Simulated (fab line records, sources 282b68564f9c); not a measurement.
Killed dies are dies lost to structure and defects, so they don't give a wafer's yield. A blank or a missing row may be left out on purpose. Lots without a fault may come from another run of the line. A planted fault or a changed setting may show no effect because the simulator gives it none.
Which tool did it? | flow rit_cmos | 7 lots, 21 wafers sampled, at 2 steps of a route of 202

WHAT THE GAUGES READ, wafer by wafer
RIT_M1_RS_MEAS_01: measures by four-point-probe.
lot  | measured    | on            | M1_AL_RS (ohm/sq)
L555 | day 4 00:59 | film_metro-02 | 0.0754 0.0768 0.0767
L558 | day 4 13:12 | film_metro-03 | 0.0732 0.0745 0.0743
L562 | day 5 08:11 | film_metro-01 | 0.0661 0.0678 0.0670
L565 | day 6 04:11 | film_metro-02 | 0.0737 0.0751 0.0760
L567 | day 6 10:33 | film_metro-03 | 0.0753 0.0743 0.0743
L571 | day 7 06:33 | film_metro-02 | 0.0739 0.0738 0.0741
L575 | day 8 06:17 | film_metro-02 | 0.0738 0.0740 0.0727

WHICH TOOL RAN EACH LOT (tool, then ch and the chambers of the sampled wafers, then the start)
lot  | RIT_M1_SPUTTER_00
L555 | pvd_sputter-04, day 4 00:42
L558 | pvd_sputter-01, day 4 12:53
L562 | pvd_sputter-01, day 5 07:50
L565 | pvd_sputter-02, day 6 03:53
L567 | pvd_sputter-02, day 6 10:14
L571 | pvd_sputter-04, day 7 06:15
L575 | pvd_sputter-04, day 8 05:59
- RIT_M1_SPUTTER_00: material Al, target thk 400 nm, time 487 s.

THE ANSWER, worked out from the rows above alone
Rule: what is usual is taken from the lots themselves. Put in order of their means at a reading, lots are off if they are a third of the lots or fewer, leave a main group of 4 or more, and stand apart from it by a gap of 3 or more times the standard deviation of the main group's means; of several such gaps the widest counts. A main group whose means are all the same, to the digits that the tables above print for the reading, isn't used. A lot without any number at a reading at which 4 lots or more have one is off too. The other lots that the step has rows for count as sound.
Off: L562, at RIT_M1_RS_MEAS_01 (M1_AL_RS). The main group: mean 0.0746 ohm/sq, standard deviation 0.00091.
A tool fits if, at a process step before that reading, it ran every lot that is off, and no sound lot after the first of them. The gauges at RIT_M1_RS_MEAS_01 are tried like those tools. Can't be told from this: 2 tools fit, pvd_sputter-01 at RIT_M1_SPUTTER_00, film_metro-01 at RIT_M1_RS_MEAS_01.

WHAT THE SIMULATOR HAD PUT IN
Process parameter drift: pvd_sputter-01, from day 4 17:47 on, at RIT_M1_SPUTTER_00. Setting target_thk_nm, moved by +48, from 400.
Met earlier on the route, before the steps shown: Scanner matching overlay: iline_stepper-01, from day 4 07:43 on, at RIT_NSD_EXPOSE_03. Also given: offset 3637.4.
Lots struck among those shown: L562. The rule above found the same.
